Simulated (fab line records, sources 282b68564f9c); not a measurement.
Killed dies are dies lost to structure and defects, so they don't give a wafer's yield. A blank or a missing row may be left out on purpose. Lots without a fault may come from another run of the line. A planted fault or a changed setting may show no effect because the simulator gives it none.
Which tool did it? | flow rit_cmos | 6 lots, 18 wafers sampled, at 2 steps of a route of 202

WHAT THE GAUGES READ, wafer by wafer
RIT_SPACER_THK_MEAS_04.
lot  | measured    | on            | SPACER_NITRIDE_THK (nm)
L342 | day 3 08:43 | film_metro-04 | 247.4 247.4 246.1
L345 | day 3 22:37 | film_metro-04 | 249.4 249.0 248.1
L354 | day 5 17:52 | film_metro-01 | 252.8 252.6 250.9
L356 | day 6 02:22 | film_metro-04 | 248.5 250.6 252.9
L361 | day 7 07:00 | film_metro-04 | 247.7 248.0 248.2
L363 | day 7 15:10 | film_metro-04 | 248.0 248.1 246.4

WHICH TOOL RAN EACH LOT (tool, then ch and the chambers of the sampled wafers, then the start)
lot  | RIT_SPACER_CVD_03
L342 | lpcvd-01 ch 1, day 3 06:48
L345 | lpcvd-02 ch 1, day 3 20:41
L354 | lpcvd-01 ch 0, day 5 15:57
L356 | lpcvd-02 ch 1, day 6 00:27
L361 | lpcvd-02 ch 1, day 7 05:05
L363 | lpcvd-02 ch 0, day 7 13:13
- RIT_SPACER_CVD_03: deposits Si3N4 from SiH2Cl2/NH3, target thk 250 nm, time 3300 s.

THE ANSWER, worked out from the rows above alone
Rule: what is usual is taken from the lots themselves. Put in order of their means at a reading, lots are off if they are a third of the lots or fewer, leave a main group of 4 or more, and stand apart from it by a gap of 3 or more times the standard deviation of the main group's means; of several such gaps the widest counts. A main group whose means are all the same, to the digits that the tables above print for the reading, isn't used. A lot without any number at a reading at which 4 lots or more have one is off too. The other lots that the step has rows for count as sound.
No lot is off at any reading shown: from this, nothing can be told.

WHAT THE SIMULATOR HAD PUT IN
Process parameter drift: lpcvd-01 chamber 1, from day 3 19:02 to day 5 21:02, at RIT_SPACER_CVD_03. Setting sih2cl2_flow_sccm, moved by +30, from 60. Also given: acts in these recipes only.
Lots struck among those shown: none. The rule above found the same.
